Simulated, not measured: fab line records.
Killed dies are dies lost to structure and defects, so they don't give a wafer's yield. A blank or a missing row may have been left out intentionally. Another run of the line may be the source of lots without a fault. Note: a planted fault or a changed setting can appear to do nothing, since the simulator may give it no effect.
Problem report, 8D (eight disciplines) form, completed by code :: flow berkeley_cmos170 :: the parts of the form that need people (team, actions taken, sign-off) are left out

## 1. WHAT IS WRONG
Mean of beam_energy_keV at UCB170_PFIELD_IMPLANT_07: 84.809 across 6 wafers in 2 lots; on wafers with no fault it is 79.998 (standard deviation 0.028). So: +99 or more standard deviations from the usual mean.
The first sign was on wafer L612.1 at day 7 11:49, on implanter-04. The record has a number at this step for 18 wafers belonging to 6 lots. Rule for "out" (also "out of limits"): further than 4 standard deviations from the usual mean. The other wafers with a number count as sound.

## 2. WHAT IT IS; WHAT IT IS NOT
question: which readings at this step
is: beam_energy_keV
is not: -

question: which lots
is: L612, L613
is not: L603, L608, L615, L623

question: which wafers of those lots
is: all that have a number
is not: -

question: read on which tools
is: implanter-04
is not: implanter-01, implanter-03

question: when
is: from day 7 11:49
is not: up to then (6 sound wafers); but 6 sound wafers of L615, L623 came after

## 3. THE SUSPECTS, EACH WITH WHAT RULES IT OUT
Counting: any tool at a process step up to the reading is kept as a suspect provided that every lot that is out went through it and no sound lot did after the first of them.
- implanter-04 at UCB170_PFIELD_IMPLANT_07: kept. Every lot that is out went through it, starting with L612 (day 7 11:49), and after that it ran no sound lot; the last sound lot it ran before then is L608 (day 6 13:17). On those wafers its own readings are out: beam_energy_keV.
The count leaves implanter-04 at UCB170_PFIELD_IMPLANT_07.

## 4. THE CAUSE (what the simulator had put in)
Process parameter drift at UCB170_PFIELD_IMPLANT_07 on implanter-04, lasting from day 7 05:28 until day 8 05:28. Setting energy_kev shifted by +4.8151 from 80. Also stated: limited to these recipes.
The count eliminated every tool but this one.

## 5. THE EFFECT CHAIN, in route order
One row per reading whose mean, taken over the struck wafers that have a number, lies over 3 standard deviations from the usual. Readings are gone through only where the record gives a usual standard deviation; hours: the median, over the lots, of the time from a lot's start at the first step in this table giving one to that lot's start at this step; sigmas: the change measured in usual standard deviations.
hours: 0
step: UCB170_PFIELD_IMPLANT_07
reading: beam_energy_keV
usual: 79.998
on struck wafers: 84.809
change: +4.811
sigmas: +99 or more
Process steps it contains:
- UCB170_PFIELD_IMPLANT_07

## 6. HOW IT WOULD HAVE BEEN CAUGHT EARLIER
In this record the first reading out of limits was taken at day 7 11:49, 6 hours after the fault began at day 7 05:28.
